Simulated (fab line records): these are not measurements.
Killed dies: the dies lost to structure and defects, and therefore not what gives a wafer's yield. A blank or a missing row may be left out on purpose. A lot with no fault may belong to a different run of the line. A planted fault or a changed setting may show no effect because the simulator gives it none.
fab line records	flow berkeley_cmos170
record lots=6	wafers=18	last_day=12
route steps=331 shown PVT@121 GATE@125 FIELD@126
lots that met no fault: from a run of the same line without faults
start_h: hours from the record's first day to the start of the lot's first wafer shown	wait_h: hours elapsed since this lot's preceding step	" same as the row above	L1.1+2: several wafers, shown together as one row	- value missing, or start not given	* or withheld: withheld	< > ~ a bound
route shown NAME@n: names a module that has steps shown in the file, with the first one's number in the route	usual: mean and standard deviation over wafers with no fault	same: alike in all rows	chamber/n: place in a boat	sites: per-site readings	_std_site: the values' standard deviation	_edge_site: outer sites' mean less inner sites'	radius_mm: how far each site lies from the wafer's centre	mask NAME#n: copy n	behind: tool/chamber where the wafer was last shaped	hold: cause of the lot's hold/its duration in hours/its outcome	device: the n, p or np transistor that did not switch	end of line: tests of these same wafers at the route's end	where a step has no rows: the recipe by itself	killed: count of dies lost to structure and defects at first sort (not the wafer's yield)	map: per-die view of a wafer (x killed, . not killed, _ where there is no die)
set.NAME: setting as actually run; set.NAME@STEP: the setting as run at that earlier step	model.NAME: the simulator's own value behind a step, which no gauge read
lots at some steps of the route; a table a step, a row a wafer
services: a tool's chamber out of use, with start hour (start_h, from the record's first day; less than 0 if before it), hours out, and reason
## steps
# step UCB170_PVT_OVL_MEAS_06
# usual PVT_OVL=0/6.1
lot.wafer	tool	chamber	start_h	wait_h	PVT_OVL[nm]
L609.1	overlay-02	-	99.59	-	3
L609.4	"	-	"	"	-2
L609.5	"	-	"	"	-13
L611.1	overlay-01	-	111.83	-	4
L611.2	"	-	"	"	6
L611.3	"	-	"	"	8
L619.3	overlay-01	-	149.03	-	9
L619.4	"	-	"	"	0
L619.6	"	-	"	"	-1
L620.2	overlay-01	-	160.98	-	-2
L620.3	"	-	"	"	2
L620.6	"	-	"	"	-5
L623.3	overlay-02	-	187.87	-	-5
L623.5	"	-	"	"	-2
L623.6	"	-	"	"	-8
L631.4	overlay-02	-	219.40	-	-4
L631.5	"	-	"	"	-4
L631.6	"	-	"	"	-4
# step UCB170_PVT_IMPLANT_07
# recipe species=P	dose_cm2=2e+12	energy_kev=30	tilt_deg=7
# step UCB170_PVT_STRIP_08
# recipe chemistry=O2	power_w=400	pressure_mtorr=3500	platen_temp_c=withheld	o2_flow_sccm=400	overash_fraction=0.5
# usual drypump_motor_current_A=5.8/0.51	oes_product_au=0.735/0.0043	strip_time_to_endpoint_s=21.62/0.066
lot.wafer	tool	chamber	start_h	wait_h	drypump_motor_current_A	oes_product_au	rf_hours_counter_h	strip_time_to_endpoint_s
L609.1	plasma_asher-03	0	99.77	0.1	6.0	0.732	38	21.48
L609.4	"	1	"	"	5.7	0.734	-	21.57
L609.5	"	1	"	"	5.7	0.738	-	21.52
L611.1	plasma_asher-03	0	112.02	0.1	6.1	0.732	41	21.72
L611.2	"	1	"	"	5.7	0.739	41	21.64
L611.3	"	1	"	"	5.7	0.734	-	21.63
L619.3	plasma_asher-04	1	149.24	0.1	4.8	0.730	-	21.62
L619.4	"	0	"	"	5.9	0.730	-	21.59
L619.6	"	0	"	"	5.9	0.730	-	21.57
L620.2	plasma_asher-04	0	161.16	0.1	5.9	0.735	45	21.71
L620.3	"	0	"	"	5.9	0.733	-	21.69
L620.6	"	0	"	"	5.9	0.731	-	21.68
L623.3	plasma_asher-04	1	188.07	0.1	4.8	0.740	-	21.60
L623.5	"	1	"	"	4.8	0.734	-	21.65
L623.6	"	0	"	"	5.9	0.737	-	21.60
L631.4	plasma_asher-01	1	219.60	0.1	5.6	0.729	-	21.53
L631.5	"	1	"	"	5.6	0.736	-	21.59
L631.6	"	0	"	"	6.6	0.731	-	21.60
# step UCB170_PVT_TW_MEAS_09
# usual PVT_TW=507/3.4
lot.wafer	tool	chamber	start_h	wait_h	PVT_TW
L609.1	film_metro-01	-	99.87	0.1	511
L609.4	"	-	"	"	513
L609.5	"	-	"	"	512
L611.1	film_metro-03	-	112.12	0.1	508
L611.2	"	-	"	"	505
L611.3	"	-	"	"	501
L619.3	film_metro-03	-	149.37	0.1	506
L619.4	"	-	"	"	508
L619.6	"	-	"	"	509
L620.2	film_metro-01	-	161.27	0.1	508
L620.3	"	-	"	"	508
L620.6	"	-	"	"	509
L623.3	film_metro-01	-	188.16	0.1	510
L623.5	"	-	"	"	505
L623.6	"	-	"	"	506
L631.4	film_metro-03	-	219.70	0.1	512
L631.5	"	-	"	"	514
L631.6	"	-	"	"	508
# step UCB170_GATE_WET_ETCH_00
# recipe chemistry=dHF	dilution=25:1	target=SiO2	temp_c=25	time_s=200
# step UCB170_FIELD_THK_MEAS_91
# recipe reads=SiO2_of_FIELD_OXIDATION_01
# usual FIELD_OXIDE_LEFT_2_THK=344/9.5
lot.wafer	tool	chamber	start_h	wait_h	FIELD_OXIDE_LEFT_2_THK[nm]
L609.1	film_metro-01	-	100.00	0.0	342
L609.4	"	-	"	"	327
L609.5	"	-	"	"	340
L611.1	film_metro-01	-	112.24	0.0	317
L611.2	"	-	"	"	327
L611.3	"	-	"	"	320
L619.3	film_metro-03	-	149.50	0.0	331
L619.4	"	-	"	"	331
L619.6	"	-	"	"	333
L620.2	film_metro-03	-	161.40	0.0	340
L620.3	"	-	"	"	347
L620.6	"	-	"	"	348
L623.3	film_metro-04	-	188.28	0.0	348
L623.5	"	-	"	"	356
L623.6	"	-	"	"	354
L631.4	film_metro-04	-	219.82	0.0	356
L631.5	"	-	"	"	348
L631.6	"	-	"	"	352
# step UCB170_GATE_OXIDATION_01
# recipe temp_c=850	ambient=O2	target_thk_a=66	ox_time_s=1800
# step UCB170_GATE_THK_MEAS_02
# recipe reads=SiO2_of_GATE_OXIDATION_01
# usual GATE_OXIDE_THK=6.63/0.11
lot.wafer	tool	chamber	start_h	wait_h	GATE_OXIDE_THK[nm]
L609.1	film_metro-04	-	102.76	0.0	6.64
L609.4	"	-	"	"	6.65
L609.5	"	-	"	"	6.72
L611.1	film_metro-04	-	117.25	0.0	6.50
L611.2	"	-	"	"	6.48
L611.3	"	-	"	"	6.54
L619.3	film_metro-04	-	153.30	0.0	6.85
L619.4	"	-	"	"	6.72
L619.6	"	-	"	"	6.66
L620.2	film_metro-01	-	164.80	0.0	6.55
L620.3	"	-	"	"	6.59
L620.6	"	-	"	"	6.66
L623.3	film_metro-02	-	195.81	0.0	6.47
L623.5	"	-	"	"	6.47
L623.6	"	-	"	"	6.43
L631.4	film_metro-04	-	224.45	0.0	6.66
L631.5	"	-	"	"	6.84
L631.6	"	-	"	"	6.74
# step UCB170_GATE_ANNEAL_03
# recipe temp_c=900	time_s=1800	ambient=N2
# step UCB170_GATE_CVD_04
# recipe material=poly-Si	temp_c=610	precursor=SiH4	time_s=1440	pressure_mtorr=375	target_thk_nm=214	sih4_flow_sccm=120
# step UCB170_GATE_THK_MEAS_05
# recipe reads=poly-Si_of_GATE_CVD_04
# usual GATE_POLY_THK=213.1/1.8
lot.wafer	tool	chamber	start_h	wait_h	GATE_POLY_THK[nm]
L609.1	film_metro-04	-	107.32	0.0	213.1
L609.4	"	-	"	"	212.3
L609.5	"	-	"	"	212.0
L611.1	film_metro-02	-	121.84	0.0	213.0
L611.2	"	-	"	"	209.5
L611.3	"	-	"	"	210.7
L619.3	film_metro-01	-	156.62	0.1	213.5
L619.4	"	-	"	"	214.5
L619.6	"	-	"	"	212.9
L620.2	film_metro-02	-	170.63	0.0	213.2
L620.3	"	-	"	"	214.2
L620.6	"	-	"	"	212.4
L623.3	film_metro-04	-	204.80	0.0	212.2
L623.5	"	-	"	"	212.7
L623.6	"	-	"	"	212.7
L631.4	film_metro-01	-	230.49	0.0	214.0
L631.5	"	-	"	"	213.0
L631.6	"	-	"	"	214.4
# step UCB170_GATE_COAT_06
# recipe resist=BARC	temp_c=withheld	time_s=withheld	spin_rpm=3000	resist_thk_nm=withheld
# step UCB170_GATE_COAT_07
# recipe resist=KrF	spin_rpm=1500	resist_thk_nm=900
lot.wafer	tool	chamber	start_h	wait_h	model.KrF_of_GATE_COAT_07.thk_nm
L609.1	litho_track-02	0	107	-	899.3
L609.4	"	0	"	"	898.3
L609.5	"	0	"	"	899.4
L611.1	litho_track-04	0	122	-	899.6
L611.2	"	0	"	"	899.4
L611.3	"	0	"	"	898.9
L619.3	litho_track-04	0	157	-	270.6
L619.4+6	"	0	"	"	270.2
L620.2+3	litho_track-04	0	170	-	269.5
L620.6	"	0	"	"	270.5
L623.3	litho_track-01	0	205	-	897.9
L623.5	"	0	"	"	903
L623.6	"	0	"	"	897.6
L631.4	litho_track-02	0	231	-	898.3
L631.5	"	0	"	"	897.9
L631.6	"	0	"	"	896.4
# step UCB170_GATE_SOFTBAKE_08
# recipe resist=KrF	temp_c=130	time_s=60
# step UCB170_GATE_EXPOSE_09
# recipe mask_id=POLY	target_cd_nm=350	na=0.5	sigma_outer=0.6	source_shape=conventional	dose_mj=21
# step UCB170_GATE_PEB_10
# recipe peb_temp_c=130	peb_time_s=withheld	resist=KrF
# step UCB170_GATE_DEVELOP_11
# recipe developer=TMAH	develop_time_s=45	resist=KrF	dev_temp_c=19.87
lot.wafer	tool	chamber	start_h	wait_h	model.GATE.cd_nm
L609.1	litho_track-02	0	-	-	349
L609.4	"	0	"	"	351.1
L609.5	"	0	"	"	349.5
L611.1	litho_track-02	0	-	-	348.2
L611.2	"	0	"	"	348.7
L611.3	"	0	"	"	347.6
L619.3	litho_track-04	0	-	-	301.8
L619.4	"	0	"	"	302.5
L619.6	"	0	"	"	301
L620.2+6	litho_track-04	0	-	-	300.1
L620.3	"	0	"	"	300.4
L623.3	litho_track-01	0	-	-	351
L623.5	"	0	"	"	350.4
L623.6	"	0	"	"	350.2
L631.4	litho_track-02	0	-	-	348.3
L631.5	"	0	"	"	349.5
L631.6	"	0	"	"	347.2
# step UCB170_GATE_CD_MEAS_12
# recipe target_cd_nm=350
# usual cd_nm=349.7/1.5
lot.wafer	tool	chamber	start_h	wait_h	hold	cd_nm
L609.1	cd_sem-01	-	108.89	-	-	349.0
L609.4	"	-	"	"	-	351.1
L609.5	"	-	"	"	-	349.7
L611.1	cd_sem-01	-	123.14	-	-	348.2
L611.2	"	-	"	"	-	348.4
L611.3	"	-	"	"	-	347.4
L619.3	cd_sem-01	-	158.54	-	await_dispo/0.2h/release	301.8
L619.4	"	-	"	"	await_dispo/0.2h/release	302.5
L619.6	"	-	"	"	await_dispo/0.2h/release	301.3
L619.3	cd_sem-01	-	158.90	0.3	-	301.8
L619.4	"	-	"	"	-	302.6
L619.6	"	-	"	"	-	300.8
L620.2	cd_sem-01	-	171.67	-	await_dispo/0.2h/release	300.1
L620.3	"	-	"	"	await_dispo/0.2h/release	300.4
L620.6	"	-	"	"	await_dispo/0.2h/release	299.9
L620.2	cd_sem-01	-	172.14	0.4	-	300.0
L620.3	"	-	"	"	-	300.7
L620.6	"	-	"	"	-	300.2
L623.3	cd_sem-01	-	206.06	-	-	350.9
L623.5	"	-	"	"	-	350.2
L623.6	"	-	"	"	-	350.0
L631.4	cd_sem-02	-	232.46	-	-	348.6
L631.5	"	-	"	"	-	349.6
L631.6	"	-	"	"	-	347.4
# step UCB170_GATE_OVL_MEAS_13
# usual GATE_OVL=-5/5.3
lot.wafer	tool	chamber	start_h	wait_h	hold	GATE_OVL[nm]
L609.1	overlay-01	-	109.01	0.1	-	-6
L609.4	"	-	"	"	-	6
L609.5	"	-	"	"	-	-5
L611.1	overlay-01	-	123.26	0.1	-	-4
L611.2	"	-	"	"	-	2
L611.3	"	-	"	"	-	0
L619.3	overlay-01	-	163.49	4.6	await_dispo/4.5h/release	-5
L619.4	"	-	"	"	await_dispo/4.5h/release	-4
L619.6	"	-	"	"	await_dispo/4.5h/release	-5
L620.2	overlay-02	-	178.77	6.6	await_dispo/6.5h/release	0
L620.3	"	-	"	"	await_dispo/6.5h/release	3
L620.6	"	-	"	"	await_dispo/6.5h/release	3
L623.3	overlay-01	-	206.15	0.1	-	-6
L623.5	"	-	"	"	-	-4
L623.6	"	-	"	"	-	1
L631.4	overlay-01	-	232.53	0.1	-	-10
L631.5	"	-	"	"	-	2
L631.6	"	-	"	"	-	-14
# step UCB170_GATE_ETCH_14
# recipe chemistry=N2/H2	target_depth_a=withheld	overetch_a=withheld	target=BARC	time_s=withheld	source_w=500	bias_w=100	pressure_mtorr=30	n2_flow_sccm=100	h2_flow_sccm=200
# usual drypump_motor_current_A=5.6/0.58	n2_flow_sccm=100.0/0.31	oes_product_au=0.991/0.026	throttle_valve_pct=13.33/0.15
lot.wafer	tool	chamber	start_h	wait_h	drypump_motor_current_A	n2_flow_sccm	oes_product_au	throttle_valve_pct
L609.1	rie_diel-02	2	109.05	0.0	4.9	99.8	0.999	13.09
L609.4	"	0	"	"	4.8	99.8	0.959	13.50
L609.5	"	2	"	"	4.9	100.0	0.999	13.09
L611.1	rie_diel-03	2	123.29	0.0	6.2	99.7	1.010	13.09
L611.2	"	3	"	"	4.9	99.7	1.022	13.46
L611.3	"	1	"	"	6.0	100.2	0.989	13.31
L619.3	rie_diel-04	2	173.94	10.4	5.8	100.4	0.973	13.52
L619.4	"	0	"	"	6.8	100.4	0.974	13.24
L619.6	"	2	"	"	5.8	100.3	0.980	13.50
L620.2	rie_diel-03	3	178.80	0.0	4.9	100.4	1.017	13.48
L620.3	"	0	"	"	5.5	100.4	0.989	13.33
L620.6	"	3	"	"	4.9	100.1	1.022	13.45
L623.3	rie_diel-02	1	206.17	0.0	5.8	99.7	1.045	13.22
L623.5	"	0	"	"	4.8	100.1	0.958	13.48
L623.6	"	1	"	"	5.8	99.7	1.048	13.22
L631.4	rie_diel-02	2	232.55	0.0	4.9	99.9	1.001	13.10
L631.5	"	1	"	"	5.8	99.8	1.045	13.22
L631.6	"	2	"	"	4.9	100.0	1.001	13.10
# step UCB170_GATE_ETCH_15
# recipe chemistry=HBr/Cl2	target=poly-Si	stop_on=SiO2	over_etch_frac=0.3	icp_w=300	bias_w=150	time_s=56.3	pressure_mtorr=15	HBr_flow_sccm=150	Cl2_flow_sccm=50	target_depth_a=2782
# usual drypump_motor_current_A=5.7/0.47	oes_product_au=0.825/0.0083	throttle_valve_pct=26.5/0.31
# same time_s=56.3
lot.wafer	tool	chamber	start_h	wait_h	drypump_motor_current_A	oes_product_au	rf_hours_counter_h	throttle_valve_pct	model.KrF_of_GATE_COAT_07.thk_nm	model.GATE.cd_nm
L609.1	rie_si-01	3	109.09	-	5.9	0.820	13	26.5	774.4	349.7
L609.4	"	1	"	"	6.1	0.838	3	27.0	774.8	352.6
L609.5	"	3	"	"	5.9	0.821	-	26.5	774.6	350
L611.1	rie_si-01	0	123.34	-	5.2	0.823	103	26.6	774.3	348.6
L611.2	"	1	"	"	6.1	0.823	3	27.0	774.9	347.2
L611.3	"	3	"	"	5.9	0.810	13	26.5	773	347.6
L619.3	rie_si-01	2	173.98	-	5.2	0.828	2	26.3	145.8	301.4
L619.4	"	0	"	"	5.2	0.835	103	26.6	146.2	303
L619.6	"	0	"	"	5.2	0.822	-	26.6	145.9	301.5
L620.2	rie_si-02	0	178.84	-	5.6	0.830	67	26.3	145.7	299.1
L620.3	"	2	"	"	6.6	0.818	24	26.9	150.2	300.9
L620.6	"	2	"	"	6.6	0.812	-	26.9	150.8	299.6
L623.3	rie_si-01	3	206.21	-	5.9	0.821	13	26.5	771.6	350.6
L623.5	"	1	"	"	6.1	0.842	-	27.0	779	351.3
L623.6	"	0	"	"	5.2	0.825	-	26.6	771.9	350.1
L631.4	rie_si-01	2	232.59	-	5.2	0.832	2	26.3	774.6	348.7
L631.5	"	0	"	"	5.2	0.830	-	26.6	771.9	348.6
L631.6	"	3	"	"	5.9	0.827	-	26.5	771.3	348.1
# step UCB170_GATE_STRIP_16
# recipe chemistry=O2	power_w=400	pressure_mtorr=3500	platen_temp_c=withheld	o2_flow_sccm=400	overash_fraction=0.5
# usual drypump_motor_current_A=5.9/0.33	oes_product_au=0.724/0.0042
lot.wafer	tool	chamber	start_h	wait_h	drypump_motor_current_A	oes_product_au	rf_hours_counter_h
L609.1	plasma_asher-03	0	109.14	0.0	6.0	0.720	40
L609.4	"	0	"	"	6.1	0.725	-
L609.5	"	0	"	"	6.0	0.729	-
L611.1	plasma_asher-01	0	123.38	0.0	6.5	0.730	0
L611.2	"	1	"	"	5.7	0.717	0
L611.3	"	1	"	"	5.6	0.730	-
L619.3	plasma_asher-01	1	174.06	0.1	5.6	0.477	-
L619.4	"	0	"	"	6.5	0.470	-
L619.6	"	0	"	"	6.6	0.474	-
L620.2	plasma_asher-03	0	178.89	0.0	6.0	0.475	49
L620.3	"	1	"	"	5.7	0.482	-
L620.6	"	0	"	"	6.1	0.479	-
L623.3	plasma_asher-01	1	206.30	0.1	5.6	0.729	-
L623.5	"	0	"	"	6.6	0.723	-
L623.6	"	1	"	"	5.6	0.718	-
L631.4	plasma_asher-01	0	232.67	0.1	6.5	0.726	-
L631.5	"	1	"	"	5.6	0.728	-
L631.6	"	0	"	"	6.5	0.724	-
# step UCB170_GATE_CD_MEAS_90
# recipe target_cd_nm=350
# usual cd_nm=349.8/1.6
lot.wafer	tool	chamber	start_h	wait_h	hold	cd_nm
L609.1	cd_sem-02	-	109.24	0.1	-	349.7
L609.4	"	-	"	"	-	352.3
L609.5	"	-	"	"	-	350.4
L611.1	cd_sem-02	-	123.48	0.1	-	348.8
L611.2	"	-	"	"	-	347.1
L611.3	"	-	"	"	-	348.1
L619.3	cd_sem-01	-	174.17	0.1	await_dispo/0.2h/release	301.4
L619.4	"	-	"	"	await_dispo/0.2h/release	303.3
L619.6	"	-	"	"	await_dispo/0.2h/release	301.8
L619.3	cd_sem-01	-	174.45	0.3	-	301.8
L619.4	"	-	"	"	-	303.1
L619.6	"	-	"	"	-	301.3
L620.2	cd_sem-01	-	179.01	0.1	await_dispo/0.2h/release	298.6
L620.3	"	-	"	"	await_dispo/0.2h/release	300.9
L620.6	"	-	"	"	await_dispo/0.2h/release	299.1
L620.2	cd_sem-01	-	179.38	0.4	-	299.2
L620.3	"	-	"	"	-	300.8
L620.6	"	-	"	"	-	299.7
L623.3	cd_sem-02	-	206.40	0.1	-	350.6
L623.5	"	-	"	"	-	351.3
L623.6	"	-	"	"	-	350.5
L631.4	cd_sem-01	-	233.03	0.3	-	348.7
L631.5	"	-	"	"	-	348.9
L631.6	"	-	"	"	-	347.9
## services
tool	chamber	start_h	hours	kind
plasma_asher-04	-	84.29	2.8	pm
plasma_asher-04	-	87.04	29.1	pm
plasma_asher-01	-	108.75	9.0	pm
plasma_asher-01	0	108.75	9.0	vent_cycle
plasma_asher-01	1	108.75	9.0	vent_cycle
rie_diel-02	3	110.03	13.7	repair
plasma_asher-01	0	117.75	-	clean
plasma_asher-01	1	117.75	-	clean
plasma_asher-04	-	131.65	1.8	repair
rie_diel-03	1	140.91	-	clean
rie_diel-03	1	140.91	22.5	scheduled_down
rie_diel-03	1	140.91	22.5	vent_cycle
rie_diel-02	2	150.33	22.4	repair
rie_diel-02	1	156.60	2.7	repair
rie_diel-04	-	159.34	14.6	pm
rie_diel-03	2	163.41	-	clean
rie_diel-03	2	163.41	20.3	scheduled_down
rie_diel-03	2	163.41	20.3	vent_cycle
rie_diel-03	0	183.93	8.8	repair
rie_diel-04	3	185.35	-	clean
plasma_asher-03	-	199.30	2.3	repair
## key
first_sign step=UCB170_GATE_CD_MEAS_12	reading=visit	direction=added
effect step=UCB170_GATE_CD_MEAS_12	reading=cd_nm	direction=down	sigmas=32	usual=349.7	struck=301.0
effect step=UCB170_GATE_STRIP_16	reading=oes_product_au	direction=down	sigmas=59	usual=0.724	struck=0.476
effect step=UCB170_GATE_CD_MEAS_90	reading=visit	direction=added
effect step=UCB170_GATE_CD_MEAS_90	reading=cd_nm	direction=down	sigmas=30	usual=349.8	struck=300.8
model_effect step=UCB170_GATE_COAT_07	value=KrF_of_GATE_COAT_07.thk_nm	without=900.4	struck=270.1
model_effect step=UCB170_GATE_DEVELOP_11	value=GATE.cd_nm	without=348.3	struck=301
model_effect step=UCB170_GATE_ETCH_15	value=KrF_of_GATE_COAT_07.thk_nm	without=777.6	struck=147.4
met_at UCB170_GATE_COAT_07
struck_wafers L619.3,L619.4,L619.6,L620.2,L620.3,L620.6
sort_left_out L619.3,L619.4,L619.6,L620.2,L620.3,L620.6
tester_left_out L619,L620
onset_between 122 157
also_fits UCB170_GATE_DEVELOP_11:litho_track-04
fault kind=process_parameter_drift	tool=litho_track-04	chamber=-	onset_h=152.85	steps=UCB170_GATE_COAT_07	channel=resist_thk_nm	offset=*	shape=step	end_h=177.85	acts_in=*	stated=*
# tester_left_out: of these lots the tester's yield and bins aren't shown, on N5 and GAA mostly nor the transistor test; their killed dies are dies lost to structure and defects alone, not to doping, threshold or leakage, so they don't give the yield
# sort_left_out: the simulated sort isn't trusted on such a fault, so these wafers' sort isn't shown, and their yield isn't known
